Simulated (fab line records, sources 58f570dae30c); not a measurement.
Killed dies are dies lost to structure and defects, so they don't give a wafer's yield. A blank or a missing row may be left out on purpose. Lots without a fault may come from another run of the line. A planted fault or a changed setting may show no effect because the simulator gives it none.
One fault seen from 2 desks | flow berkeley_cmos170 | each desk has only its own numbers; what lay behind them comes last

THE METROLOGY DESK
What the gauges read, lot by lot, whatever tool the lot ran on: means of the sampled wafers that have a number. A lot is out of limits, marked OUT, if its mean lies more than 4 standard deviations from the usual mean; the brackets give that distance.
Columns: A = SILICIDE_TI_RS at UCB170_SILICIDE_RS_MEAS_02, usual 24.6 ohm/sq; B = SILICIDE_TI_THK at UCB170_SILICIDE_THK_MEAS_03, usual 31.4 nm; C = V2_POLISHED_THK at UCB170_V2_THK_MEAS_04, usual 999.9 nm
lot  | first seen here | A               | B               | C
L621 | day 6 10:47     | 24.7            | 31.6            | 999.6
L622 | day 6 11:44     | 24.8            | 31.5            | 999.5
L625 | day 7 04:02     | 24.5            | 31.7            | 998.2
L624 | day 7 04:17     | 24.2            | 31.7            | 998.1
L623 | day 7 04:25     | 24.5            | 31.8            | 998.5
L631 | day 8 22:58     | 24.6            | 31.6            | 1000.6
L634 | day 9 16:49     | 26.3 (+5.5) OUT | 29.6 (-5.3) OUT | 1002.0
L636 | day 10 01:14    | 24.3            | 31.9            | 999.7
L639 | day 10 16:09    | 24.7            | 31.3            | 999.4
L638 | day 10 16:25    | 24.1            | 32.0            | 1000.3
L637 | day 10 16:33    | 24.8            | 31.3            | 1000.7
L644 | day 11 10:55    | 24.1            | 31.7            | 1000.1
L643 | day 11 11:35    | 24.6            | 31.7            | 999.5
This desk's finding: out of limits on L634; first on L634, day 9 16:49 (SILICIDE_TI_RS at UCB170_SILICIDE_RS_MEAS_02). In limits: L621, L622, L625, L624, L623, L631, L636, L639, L638, L637, L644, L643.

THE TOOL OWNER'S DESK: pvd_sputter-03
The tool's own readings at UCB170_SILICIDE_SPUTTER_01 (material Ti, target thk 30 nm, time 26.25 s): means of the sampled wafers that have a number, for each lot that ran on this tool. A lot is out of limits, marked OUT, if its mean lies more than 4 standard deviations from the usual mean; the brackets give that distance.
Columns: A = throttle_valve_pct at UCB170_SILICIDE_SPUTTER_01, usual 30.1 %
lot  | first seen here | A
L621 | day 6 10:44     | 30.0
L624 | day 7 04:16     | 30.0
L634 | day 9 16:44     | 28.5
This desk's finding: nothing out of limits on any of the 3 lots.

PUT TOGETHER
The metrology desk could have raised an alarm at day 9 16:49, on L634.
The tool owner's desk saw nothing out of limits.
The tool owner's desk has L634 on record, within its limits.
Of the lots named, all ran UCB170_SILICIDE_SPUTTER_01 on pvd_sputter-03.

WHAT THE SIMULATOR HAD PUT IN
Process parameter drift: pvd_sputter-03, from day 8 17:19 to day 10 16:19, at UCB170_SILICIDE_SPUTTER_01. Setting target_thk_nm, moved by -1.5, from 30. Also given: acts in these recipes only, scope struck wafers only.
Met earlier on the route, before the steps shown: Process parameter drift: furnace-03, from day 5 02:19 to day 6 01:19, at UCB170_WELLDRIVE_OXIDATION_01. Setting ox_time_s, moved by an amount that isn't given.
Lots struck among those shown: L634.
Hours from the fault's start to each desk's first reading out of limits: the metrology desk, 24.
